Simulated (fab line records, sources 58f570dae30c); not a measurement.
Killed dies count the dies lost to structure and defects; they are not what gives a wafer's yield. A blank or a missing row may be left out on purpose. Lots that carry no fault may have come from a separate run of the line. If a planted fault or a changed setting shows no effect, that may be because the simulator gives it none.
Which tool is to blame? :: flow berkeley-cmos170 :: 14 lots with 42 wafers sampled at 3 steps, on a route of 331 steps

## WHAT THE GAUGES SHOWED, per wafer
UCB170_FIELD_THK_MEAS_90. Usual: FIELD_OXIDE_LEFT_1_THK typically reads 438 nm, with standard deviation 12.
lot: L398
measured: day 4 12:21
on: film-metro-01
FIELD_OXIDE_LEFT_1_THK (nm): 440 433 443
flag: 

lot: L401
measured: day 5 12:05
on: film-metro-01
FIELD_OXIDE_LEFT_1_THK (nm): 455 450 451
flag: 

lot: L402
measured: day 5 12:05
on: film-metro-03
FIELD_OXIDE_LEFT_1_THK (nm): 445 444 440
flag: 

lot: L403
measured: day 5 23:00
on: film-metro-03
FIELD_OXIDE_LEFT_1_THK (nm): 410 417 410
flag: 

lot: L407
measured: day 6 08:57
on: film-metro-02
FIELD_OXIDE_LEFT_1_THK (nm): 428 422 432
flag: 

lot: L408
measured: day 6 15:18
on: film-metro-03
FIELD_OXIDE_LEFT_1_THK (nm): 425 418 416
flag: 

lot: L410
measured: day 7 00:29
on: film-metro-02
FIELD_OXIDE_LEFT_1_THK (nm): 441 434 439
flag: 

lot: L412
measured: day 7 10:38
on: film-metro-03
FIELD_OXIDE_LEFT_1_THK (nm): 446 439 446
flag: 

lot: L416
measured: day 8 17:46
on: film-metro-01
FIELD_OXIDE_LEFT_1_THK (nm): 440 441 443
flag: 

lot: L417
measured: day 8 17:47
on: film-metro-03
FIELD_OXIDE_LEFT_1_THK (nm): 448 450 454
flag: 

lot: L418
measured: day 9 02:43
on: film-metro-01
FIELD_OXIDE_LEFT_1_THK (nm): 429 450 434
flag: 

lot: L419
measured: day 9 02:43
on: film-metro-03
FIELD_OXIDE_LEFT_1_THK (nm): 447 438 441
flag: 

lot: L420
measured: day 9 15:17
on: film-metro-03
FIELD_OXIDE_LEFT_1_THK (nm): 452 445 456
flag: 

lot: L421
measured: day 10 05:32
on: film-metro-02
FIELD_OXIDE_LEFT_1_THK (nm): 446 436 443
flag: 

UCB170_PSD_TW_MEAS_10. Usual: PSD_TW typically reads 2329, with standard deviation 26.
lot: L398
measured: day 6 04:22
on: film-metro-01
PSD_TW: 2369 2351 2354
flag: 

lot: L401
measured: day 7 01:04
on: film-metro-03
PSD_TW: 2310 2330 2317
flag: 

lot: L402
measured: day 7 01:47
on: film-metro-04
PSD_TW: 2281 2303 2295
flag: 

lot: L403
measured: day 7 10:06
on: film-metro-03
PSD_TW: 2329 2354 2333
flag: 

lot: L407
measured: day 8 03:17
on: film-metro-03
PSD_TW: 2333 2333 2345
flag: 

lot: L408
measured: day 8 10:08
on: film-metro-04
PSD_TW: 2314 2322 2318
flag: 

lot: L410
measured: day 8 18:45
on: film-metro-04
PSD_TW: 2321 2308 2308
flag: 

lot: L412
measured: day 9 06:19
on: film-metro-04
PSD_TW: 2294 2293 2276
flag: 

lot: L416
measured: day 10 06:35
on: film-metro-03
PSD_TW: 2336 2344 2334
flag: 

lot: L417
measured: day 10 06:58
on: film-metro-01
PSD_TW: 2364 2358 2359
flag: 

lot: L418
measured: day 10 17:10
on: film-metro-01
PSD_TW: 2356 2361 2368
flag: 

lot: L419
measured: day 10 17:26
on: film-metro-01
PSD_TW: 2365 2364 2357
flag: 

lot: L420
measured: day 11 01:49
on: film-metro-03
PSD_TW: 2326 2345 2330
flag: 

lot: L421
measured: day 11 19:34
on: film-metro-01
PSD_TW: 2358 2357 2349
flag: 

## EACH LOT AND THE TOOL THAT RAN IT (in order: tool; ch and the chambers of the sampled wafers; start)
lot: L398
UCB170_PLDD_EXPOSE_03: krf-scanner-01 ch 0, day 5 16:11

lot: L401
UCB170_PLDD_EXPOSE_03: krf-scanner-01 ch 0, day 6 16:25

lot: L402
UCB170_PLDD_EXPOSE_03: krf-scanner-01 ch 0, day 6 17:10

lot: L403
UCB170_PLDD_EXPOSE_03: krf-scanner-02 ch 0, day 7 00:31

lot: L407
UCB170_PLDD_EXPOSE_03: krf-scanner-02, day 7 16:59

lot: L408
UCB170_PLDD_EXPOSE_03: krf-scanner-01, day 8 00:18

lot: L410
UCB170_PLDD_EXPOSE_03: krf-scanner-01 ch 0, day 8 08:30

lot: L412
UCB170_PLDD_EXPOSE_03: krf-scanner-02 ch 0, day 8 19:46

lot: L416
UCB170_PLDD_EXPOSE_03: krf-scanner-01 ch 0, day 9 22:28

lot: L417
UCB170_PLDD_EXPOSE_03: krf-scanner-02 ch 0, day 9 22:44

lot: L418
UCB170_PLDD_EXPOSE_03: krf-scanner-01 ch 0, day 10 07:35

lot: L419
UCB170_PLDD_EXPOSE_03: krf-scanner-02 ch 0, day 10 07:50

lot: L420
UCB170_PLDD_EXPOSE_03: krf-scanner-01 ch 0, day 10 17:08

lot: L421
UCB170_PLDD_EXPOSE_03: krf-scanner-01 ch 0, day 11 11:06
- UCB170_PLDD_EXPOSE_03: exposes mask PSELECT, target cd 1200 nm.

## AS READ BY THE TOOLS THEMSELVES (means over the sampled wafers that have a number; for cases with no such wafer, the mark the record gives instead)
UCB170_PLDD_EXPOSE_03. Usual: exposure-dose-mJ-cm2 29.975, standard deviation 0.029; focus-offset-nm 0.0 nm, standard deviation 0.47; stage-vel-mm-s 500.09 mm/s, standard deviation 0.27.
lot: L398
tool: krf-scanner-01
exposure-dose-mJ-cm2: 30.011
focus-offset-nm (nm): 0.1
stage-vel-mm-s (mm/s): 500.25
flag: 

lot: L401
tool: krf-scanner-01
exposure-dose-mJ-cm2: 29.998
focus-offset-nm (nm): -0.4
stage-vel-mm-s (mm/s): 500.01
flag: 

lot: L402
tool: krf-scanner-01
exposure-dose-mJ-cm2: 29.973
focus-offset-nm (nm): -0.3
stage-vel-mm-s (mm/s): 499.98
flag: 

lot: L403
tool: krf-scanner-02
exposure-dose-mJ-cm2: 29.976
focus-offset-nm (nm): 0.4
stage-vel-mm-s (mm/s): 499.82
flag: 

lot: L407
tool: krf-scanner-02
exposure-dose-mJ-cm2: -
focus-offset-nm (nm): -
stage-vel-mm-s (mm/s): -
flag: OFF

lot: L408
tool: krf-scanner-01
exposure-dose-mJ-cm2: -
focus-offset-nm (nm): -
stage-vel-mm-s (mm/s): -
flag: OFF

lot: L410
tool: krf-scanner-01
exposure-dose-mJ-cm2: 30.003
focus-offset-nm (nm): -0.2
stage-vel-mm-s (mm/s): 500.23
flag: 

lot: L412
tool: krf-scanner-02
exposure-dose-mJ-cm2: 29.995
focus-offset-nm (nm): -0.2
stage-vel-mm-s (mm/s): 500.13
flag: 

lot: L416
tool: krf-scanner-01
exposure-dose-mJ-cm2: 29.951
focus-offset-nm (nm): -0.0
stage-vel-mm-s (mm/s): 500.20
flag: 

lot: L417
tool: krf-scanner-02
exposure-dose-mJ-cm2: 29.983
focus-offset-nm (nm): 0.5
stage-vel-mm-s (mm/s): 500.08
flag: 

lot: L418
tool: krf-scanner-01
exposure-dose-mJ-cm2: 29.960
focus-offset-nm (nm): 0.2
stage-vel-mm-s (mm/s): 500.11
flag: 

lot: L419
tool: krf-scanner-02
exposure-dose-mJ-cm2: 29.954
focus-offset-nm (nm): 0.5
stage-vel-mm-s (mm/s): 499.98
flag: 

lot: L420
tool: krf-scanner-01
exposure-dose-mJ-cm2: 29.987
focus-offset-nm (nm): 0.0
stage-vel-mm-s (mm/s): 500.12
flag: 

lot: L421
tool: krf-scanner-01
exposure-dose-mJ-cm2: 29.931
focus-offset-nm (nm): -0.4
stage-vel-mm-s (mm/s): 500.03
flag: 

## THE ANSWER, worked out from the rows above alone
Rule: a lot counts as off when the mean over its wafers that have a number is more than 3 standard deviations away from the usual mean. A lot without any number at a reading at which 4 lots or more have one is off too. All remaining lots with rows at the step are treated as sound. The gauges are gone through in route order, then the tools' own readings, and for those a lot's mean is taken as printed above. At the first step where some lot is off, the reading lying furthest off is the one used; lots without a number count as furthest.
Off at UCB170_PLDD_EXPOSE_03 (exposure-dose-mJ-cm2): L407, L408. Without a number there: L407, L408.
A tool fits if, at that step or a process step before it, it ran every lot that is off, and no sound lot after the first of them. No candidate that was tried fits.

## WHAT THE SIMULATOR PUT IN
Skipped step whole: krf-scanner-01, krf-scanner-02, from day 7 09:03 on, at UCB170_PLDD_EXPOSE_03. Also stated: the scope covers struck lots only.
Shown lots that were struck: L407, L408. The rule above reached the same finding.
